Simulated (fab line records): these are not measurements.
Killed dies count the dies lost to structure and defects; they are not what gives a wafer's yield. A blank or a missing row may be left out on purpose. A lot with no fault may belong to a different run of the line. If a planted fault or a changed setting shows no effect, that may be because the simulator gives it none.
Which tool is to blame? / flow ritCmos / 6 lots with 18 wafers sampled at 2 steps, on a route of 202 steps

## WHAT THE GAUGES READ, wafer by wafer
RIT_NSD_OVL_MEAS_06.
lot=L688; measured=day 3 10:47; on=overlay-02; NSD_OVL (nm)=1.2 -2.3 -1.8
lot=L690; measured=day 3 17:31; on=overlay-01; NSD_OVL (nm)=3.4 2.1 -1.2
lot=L694; measured=day 4 16:13; on=overlay-02; NSD_OVL (nm)=-2.2 -0.5 -2.1
lot=L699; measured=day 5 15:34; on=overlay-01; NSD_OVL (nm)=361.6 361.8 359.4
lot=L701; measured=day 6 01:46; on=overlay-02; NSD_OVL (nm)=359.7 361.5 359.9
lot=L710; measured=day 8 03:17; on=overlay-02; NSD_OVL (nm)=-2.8 -1.2 -0.5

## TOOL THAT RAN EACH LOT (tool first, then ch and the chambers of the sampled wafers, then the start)
lot=L688; RIT_NSD_EXPOSE_03=ilineStepper-02 ch 0, day 3 10:20
lot=L690; RIT_NSD_EXPOSE_03=ilineStepper-01 ch 0, day 3 17:07
lot=L694; RIT_NSD_EXPOSE_03=ilineStepper-02 ch 0, day 4 15:49
lot=L699; RIT_NSD_EXPOSE_03=ilineStepper-01 ch 0, day 5 15:07
lot=L701; RIT_NSD_EXPOSE_03=ilineStepper-01 ch 0, day 6 01:23
lot=L710; RIT_NSD_EXPOSE_03=ilineStepper-02 ch 0, day 8 02:53
- RIT_NSD_EXPOSE_03: exposes mask M9, target cd 40700 nm.

## THE ANSWER, worked out from the rows above alone
Rule: the lots themselves supply what counts as usual. Put in order of their means at a reading, lots are off if they are a third of the lots or fewer, leave a main group of 4 or more, and stand apart from it by a gap of 3 or more times the standard deviation of the main group's means; of several such gaps the widest counts. If all means in a main group match to the digits the tables above print for the reading, that group is not used. A lot without any number at a reading at which 4 lots or more have one is off too. Where the step has rows for the other lots, those lots are counted as sound.
Off: at RIT_NSD_OVL_MEAS_06 (NSD_OVL), L699, L701. Mean -0.7 nm and standard deviation 1.2 in the main group.
If a tool, at a process step before that reading, ran all the lots that are off and no sound lot after the first of them, it fits. Gauges at RIT_NSD_OVL_MEAS_06: tried the same way as those tools. One fits: RIT_NSD_EXPOSE_03 on ilineStepper-01. A fault onset in the window from L690 (day 3 17:07, its last sound lot) to L699 (day 5 15:07, its first lot off) fits.

## WHAT THE SIMULATOR HAD INSERTED
Scanner matching overlay: ilineStepper-01, from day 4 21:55 on, at RIT_NSD_EXPOSE_03. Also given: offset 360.
Struck lots among those shown: L699, L701. The rule above reached the same finding.
